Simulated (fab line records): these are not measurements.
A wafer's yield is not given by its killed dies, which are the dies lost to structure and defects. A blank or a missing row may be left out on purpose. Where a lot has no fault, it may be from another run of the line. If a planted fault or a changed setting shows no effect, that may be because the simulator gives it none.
Tool commonality check ; flow rit cmos ; 14 lots and 42 wafers in the sample

== WHAT PROMPTED THE OPENING ==
At RIT_FOX1_THK_MEAS_01 the reading FOX1_OXIDE_THK is flagged on 2 of 14 lots. Wafers without a fault read 349 nm, standard deviation 7.8.
Rule: a lot is flagged in two cases, either no wafer of it has a number, or all its wafers with numbers fall more than 4 standard deviations from that mean. As for the other lots, they are considered sound.

lot;measured;on;FOX1_OXIDE_THK (nm), wafer by wafer;flag
L999;day 1 18:10;film metro-02;344 350 348;
L100;day 1 23:35;film metro-01;348 354 351;
L101;day 2 03:39;film metro-03;347 348 345;
L102;day 2 07:50;film metro-03;344 334 336;
L103;day 2 12:58;film metro-03;362 359 359;
L104;day 2 18:05;film metro-03;337 338 344;
L106;day 3 06:55;film metro-03;353 353 350;
L107;day 3 11:38;film metro-02;422 434 434;FLAGGED
L111;day 4 05:26;film metro-01;345 345 348;
L112;day 4 10:05;film metro-01;423 427 427;FLAGGED
L117;day 5 12:14;film metro-02;345 348 346;
L119;day 5 23:46;film metro-02;343 349 339;
L120;day 6 04:21;film metro-02;353 346 349;
L121;day 6 11:02;film metro-03;356 348 349;
Average over the flagged lots: 428 nm; offset from the usual +79 nm, equal to +10 standard deviations.

== WHICH TOOL EACH LOT WENT THROUGH ==
The record keeps 1 process step preceding the reading, out of 202 steps on the route. Every cell lists first the tool, next ch and the chambers used by the sampled wafers, and last the start.
lot;flag;RIT_FOX1_OXIDATION_00
L999;;furnace-02 ch 0, day 1 16:50
L100;;furnace-04 ch 0, day 1 22:16
L101;;furnace-02 ch 0, day 2 02:20
L102;;furnace-02 ch 0, day 2 06:31
L103;;furnace-04 ch 0, day 2 11:38
L104;;furnace-02 ch 0, day 2 16:46
L106;;furnace-02 ch 0, day 3 05:35
L107;FLAGGED;furnace-02 ch 0, day 3 10:19
L111;;furnace-04 ch 0, day 4 04:07
L112;FLAGGED;furnace-02 ch 0, day 4 08:46
L117;;furnace-01 ch 0, day 5 10:55
L119;;furnace-01 ch 0, day 5 22:27
L120;;furnace-01 ch 0, day 6 03:01
L121;;furnace-01 ch 0, day 6 09:43
What the steps here do:
- RIT_FOX1_OXIDATION_00: target thk 350.7 nm, ox time 1130 s.
- RIT_FOX1_THK_MEAS_01

== FLAGGED AGAINST TOTAL, ONE TOOL AT A TIME (gauges that did the reading follow at the end) ==
step;tool;lots run;flagged;share of the flagged lots;sound lots run after its first flagged lot
RIT_FOX1_OXIDATION_00;furnace-01;4;0;none;-
RIT_FOX1_OXIDATION_00;furnace-02;7;2;all;0
RIT_FOX1_OXIDATION_00;furnace-04;3;0;none;-
RIT_FOX1_THK_MEAS_01;film metro-01;3;1;some;0
RIT_FOX1_THK_MEAS_01;film metro-02;5;1;some;3 (L117,L119,L120)
RIT_FOX1_THK_MEAS_01;film metro-03;6;0;none;-

== WHAT THE TABLE ALLOWS ==
All flagged lots share 1 row of the table, namely furnace-02 at RIT_FOX1_OXIDATION_00.
- furnace-02 at RIT_FOX1_OXIDATION_00: 2 of its 7 lots flagged. Its last sound lot is L106 (day 3 05:35), its first flagged lot L107 (day 3 10:19): a fault that began between those two fits.
furnace-02 at RIT_FOX1_OXIDATION_00 is the single tool remaining.

== WHAT THE SIMULATOR HAD INSERTED ==
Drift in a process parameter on furnace-02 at RIT_FOX1_OXIDATION_00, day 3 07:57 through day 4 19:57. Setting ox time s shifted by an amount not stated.
Struck lots among those shown: L107, L112. This agrees with what the rule above found.
